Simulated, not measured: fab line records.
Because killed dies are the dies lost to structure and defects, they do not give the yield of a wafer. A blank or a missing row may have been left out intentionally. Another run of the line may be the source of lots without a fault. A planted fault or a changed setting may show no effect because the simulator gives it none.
A struck lot beside a sound one | flow rit cmos | 17 steps out of a route of 202
Sound: these wafers, L748.2, L748.3, L748.5. Struck: wafers L766.2, L766.3, L766.5. At the end, the cause is stated.
Order at every step that has rows: each side's tool, ch and its chambers, its first start. Under that, the readings that differ: sound wafers | struck wafers | difference of the means | sigmas: that difference in standard deviations of wafers without a fault.
alike: words and numbers the same on both sides, and readings whose means are apart by under 2 such deviations; not compared: readings that were withheld, readings missing a value for some wafer, numbers with overlapping values and no deviation given by the record, and bounds like >300 which may hide the same value.
A row with sigmas, a row that says differs or no value, or rows on one side alone: a step with any of these is where the two part. Numbers that don't overlap but have no deviation are shown without sigmas and don't part them. Lack of a reading on every wafer of one side parts them only where that side has two or more wafers.

first, 1 step without rows for these wafers: RIT_PRETRO_DEVELOP_05 (develop time 68 s).
RIT_PRETRO_OVL_MEAS_06:
  sound: overlay-02 at day 2 13:43; struck: overlay-01 at day 6 09:25
  alike: PRETRO_OVL
then, 2 steps without rows for these wafers: RIT_PRETRO_HARDBAKE_07 (time 120 s); RIT_PRETRO_IMPLANT_08.
RIT_PRETRO_STRIP_09: strips in O2, time 180 s.
  sound on plasma asher-01 ch 0,1, day 2 14:08; struck on plasma asher-03 ch 0,1, day 6 09:50
  alike: drypump motor current A
  not compared: rf hours counter h
RIT_PRETRO_TW_MEAS_10:
  sound: film metro-02 at day 2 14:20; struck: film metro-02 at day 6 10:01
  reading   | sound             | struck            | difference | sigmas
  PRETRO_TW | 474.3 472.6 472.3 | 481.7 477.9 480.0 | +6.8       | +2
then, 5 steps without rows for these wafers: RIT_GATE_WET_ETCH_00 (etches SiO2 in BOE, target depth 56 nm, time 60 s); RIT_GATE_CLEAN_01 (cleans in SC1, time 600 s); RIT_GATE_CLEAN_02 (cleans in dHF, time 30 s); RIT_GATE_CLEAN_03 (cleans in SC2, time 600 s); RIT_GATE_CLEAN_04 (cleans in dHF, time 60 s).
RIT_FOX2_THK_MEAS_91:
  sound: film metro-01 at day 2 14:49; struck: film metro-02 at day 6 10:30
  alike: FIELD_OXIDE_LEFT_2_THK
RIT_GATE_OXIDATION_05: target thk 3 nm, ox time 270 s.
  sound on furnace-03 ch 0, day 2 14:52; struck on furnace-03 ch 0, day 6 12:04
  reading                                     | sound             | struck            | difference | sigmas
  model.SiO2_of_GATE_OXIDATION_05.thk nm (nm) | 3.048 2.976 3.014 | 2.732 2.666 2.747 | -0.298     |
  alike: ox temp c, spike tc load C, zone power centre pct
then, 1 step without rows for these wafers: RIT_GATE_ANNEAL_06 (time 600 s).
RIT_GATE_THK_MEAS_07:
  sound: film metro-01 at day 2 17:31; struck: film metro-04 at day 6 13:23
  reading             | sound          | struck         | difference | sigmas
  GATE_OXIDE_THK (nm) | 3.02 2.95 3.03 | 2.75 2.68 2.73 | -0.28      | -5
then, 1 step without rows for these wafers: RIT_GATE_CVD_08 (deposits poly-Si from SiH4, target thk 250 nm, time 2220 s).
RIT_M1_PROBE_99:
  sound: prober-01 at day 3 18:38; struck: prober-01 at day 7 19:08
  alike: killed_at_M0_to_M3, killed at contacts, killed at front end, killed dies, killed open, killed short

## WHERE THEY PART
Last at RIT_GATE_THK_MEAS_07 as far as this record goes, first at RIT_PRETRO_TW_MEAS_10. Later steps at which nothing parts them and some readings are alike: RIT_M1_PROBE_99.

WHY: what had been put in by the simulator
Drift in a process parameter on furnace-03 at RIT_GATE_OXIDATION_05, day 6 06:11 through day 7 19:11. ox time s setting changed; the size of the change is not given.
